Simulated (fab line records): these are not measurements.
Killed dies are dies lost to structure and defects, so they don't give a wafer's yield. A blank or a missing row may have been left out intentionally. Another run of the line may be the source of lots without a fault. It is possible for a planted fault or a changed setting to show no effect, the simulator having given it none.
What tool caused it?    flow berkeley cmos170    at 1 step of a route of 331, 15 lots with 45 wafers sampled

WHAT EACH GAUGE READ, for each wafer
No reading from a measuring or inspecting step in the record can be judged against a usual standard deviation.

EACH LOT AND THE TOOL THAT RAN IT (in order: tool; ch and the chambers of the sampled wafers; start)
lot   UCB170_NWELL_IMPLANT_14
L246  implanter-03 ch 0, day 2 06:26
L248  implanter-01 ch 0, day 2 15:20
L251  implanter-03 ch 0, day 3 06:23
L250  implanter-02 ch 0, day 3 06:35
L253  implanter-03 ch 0, day 3 21:14
L254  implanter-03 ch 0, day 4 02:28
L259  implanter-02 ch 0, day 4 23:28
L260  implanter-01 ch 0, day 5 06:22
L261  implanter-01 ch 0, day 5 10:19
L262  implanter-01 ch 0, day 5 14:19
L263  implanter-01 ch 0, day 5 21:35
L266  implanter-03 ch 0, day 6 11:08
L267  implanter-01 ch 0, day 6 21:56
L268  implanter-03 ch 0, day 6 21:59
L269  implanter-01 ch 0, day 7 04:53
- UCB170_NWELL_IMPLANT_14

AS READ BY THE TOOLS THEMSELVES (means over the sampled wafers that have a number; for cases with no such wafer, the mark the record gives instead)
UCB170_NWELL_IMPLANT_14.
lot   tool          dose ions cm2  end station pressure torr (Torr)  faraday current uA
L246  implanter-03  9.9830e+12     5e-06                             31.9
L248  implanter-01  1.0010e+13     5e-06                             30.8
L251  implanter-03  9.2147e+12     5e-06                             28.7
L250  implanter-02  1.0010e+13     5e-06                             31.5
L253  implanter-03  9.1953e+12     5e-06                             29.3
L254  implanter-03  9.2040e+12     5e-06                             29.0
L259  implanter-02  1.0003e+13     5e-06                             31.6
L260  implanter-01  1.0002e+13     5e-06                             32.2
L261  implanter-01  1.0004e+13     5e-06                             31.1
L262  implanter-01  1.0005e+13     5e-06                             31.6
L263  implanter-01  1.0001e+13     5e-06                             32.4
L266  implanter-03  9.9977e+12     5e-06                             31.3
L267  implanter-01  9.9893e+12     5e-06                             31.9
L268  implanter-03  1.0009e+13     5e-06                             31.7
L269  implanter-01  9.9930e+12     5e-06                             31.2

THE ANSWER, worked out from the rows above alone
Rule: usual is defined by the lots themselves. The widest of any qualifying gaps counts: lots, ordered by their means at a reading, are off when they make up no more than a third of the lots, leave a main group of 4 or more, and stand apart from it by 3 or more times the standard deviation of that group's means. A main group is skipped when, at the precision printed for the reading in the tables above, its means are all equal. Also off: a lot with no number at a reading for which 4 or more lots have one. The other lots that the step has rows for count as sound. The gauges are gone through in route order, then the tools' own readings, and for those a lot's mean is taken as printed above. The first step at which some lot is off is used, and at that step the reading that is off furthest; a lot without a number counts as furthest.
Off, at UCB170_NWELL_IMPLANT_14 on dose ions cm2: L251, L253, L254. The main group has a mean of 1.0001e+13 with a standard deviation of 8.1e+09.
A tool fits if, at that step or a process step before it, it ran every lot that is off, and no sound lot after the first of them. None of those tried fits.

WHAT HAD BEEN PUT IN BY THE SIMULATOR
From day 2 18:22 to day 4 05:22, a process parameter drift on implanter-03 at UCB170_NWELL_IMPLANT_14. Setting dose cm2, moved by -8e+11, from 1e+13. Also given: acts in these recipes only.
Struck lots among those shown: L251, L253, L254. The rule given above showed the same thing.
